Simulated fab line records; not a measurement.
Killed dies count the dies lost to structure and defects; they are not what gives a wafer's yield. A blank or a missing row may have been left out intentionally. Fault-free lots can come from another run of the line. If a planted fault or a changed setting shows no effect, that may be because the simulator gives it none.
Comparing a struck lot with a sound one / flow ritCmos / 29 steps out of a route of 202
Sound: wafers L812.3, L812.4, L812.5. Struck: wafers L826.2, L826.3, L826.4. The cause is named last.
Each step with rows lists, per side, the tool, then ch with its chambers, then its first start. Under that, the readings that differ: sound wafers / struck wafers / difference of the means / sigmas: that difference in standard deviations of wafers without a fault.
alike: readings whose means differ by less than 2 such deviations, and words and numbers that are the same on both sides. not compared: withheld readings, readings that some wafer has no value for, bounds like >300 that may hide the same value, and numbers for which the record gives no deviation and whose values overlap.
The two part at a step that has a row with sigmas, a row that says differs or no value, or rows on one side only. Numbers that have no deviation but don't overlap get no sigmas and don't part them. A reading missing from all wafers of one side parts the sides only when that side holds two or more wafers.

first, 6 steps without rows for these wafers: RIT_SDANNEAL_RTA_03 (time 5 s); RIT_SILICIDE_WET_ETCH_00 (etches SiO2 in BOE, target depth 14 nm, time 15 s); RIT_SILICIDE_SPUTTER_01 (material Ti, target thk 30 nm, time 240 s); RIT_SILICIDE_RTA_04 (time 10 s, ramp up 5 s, ramp down 5 s); RIT_SILICIDE_WET_ETCH_05 (etches Ti in SPM, time 120 s); RIT_SILICIDE_RTA_06 (time 10 s, ramp up 5 s, ramp down 10 s).
RIT_CONTACT_CVD_00: deposits SiO2 from TEOS, target thk 400 nm, time 61 s.
  sound on pecvd-04 ch 1,2, day 3 12:41; struck on pecvd-04 ch 0,1, day 6 12:29
  alike: heaterPowerW, rfFwdPowerW
then, 21 steps without rows for these wafers: RIT_CONTACT_HMDS_02 (prime time 60 s); RIT_CONTACT_COAT_03 (resist thk 1009 nm); RIT_CONTACT_SOFTBAKE_04 (time 60 s); RIT_CONTACT_EXPOSE_05 (exposes mask M11, target cd 1000 nm); RIT_CONTACT_PEB_06; RIT_CONTACT_DEVELOP_07 (develop time 120 s); RIT_CONTACT_HARDBAKE_10 (time 60 s); RIT_CONTACT_ETCH_11 (etches SiO2 in CHF3/CF4/Ar, stops on TiSi2, target depth 480 nm, time 320 s); RIT_CONTACT_STRIP_12 (strips in O2, time 180 s); RIT_CONTACT_CLEAN_13 (cleans in SC1, time 600 s); RIT_CONTACT_CLEAN_14 (cleans in SC2, time 600 s); RIT_M1_SPUTTER_00 (material Al, target thk 400 nm, time 500 s); RIT_M1_HMDS_03 (prime time 60 s); RIT_M1_COAT_04 (resist thk 1300 nm); RIT_M1_SOFTBAKE_05 (time 60 s); RIT_M1_EXPOSE_06 (exposes mask M12, target cd 2600 nm); RIT_M1_PEB_07; RIT_M1_DEVELOP_08 (develop time 68 s); RIT_M1_HARDBAKE_11 (time 120 s); RIT_M1_METAL_ETCH_12 (etches Al in Cl2/BCl3, stops on SiO2, time 165 s, target depth 600 nm); RIT_M1_STRIP_13 (strips in nmp, time 600 s).
RIT_M1_PROBE_99:
  struck on prober-02, day 6 19:04; sound on prober-02, day 3 19:20
reading=hold; sound=- - -; struck=awaitDispo/8.0h/release awaitDispo/8.0h/release awaitDispo/8.0h/release; difference=no value on the sound wafers; sigmas=
reading=killedAtContacts; sound=0 0 0; struck=11 33 12; difference=+19; sigmas=+85
reading=killedDies; sound=8 10 12; struck=17 34 18; difference=+13; sigmas=+4
  alike: killedAtFrontEnd, killedOpen, killedShort

== WHERE THEY PART ==
RIT_M1_PROBE_99 only, going by this record.

WHY: what the simulator had put in
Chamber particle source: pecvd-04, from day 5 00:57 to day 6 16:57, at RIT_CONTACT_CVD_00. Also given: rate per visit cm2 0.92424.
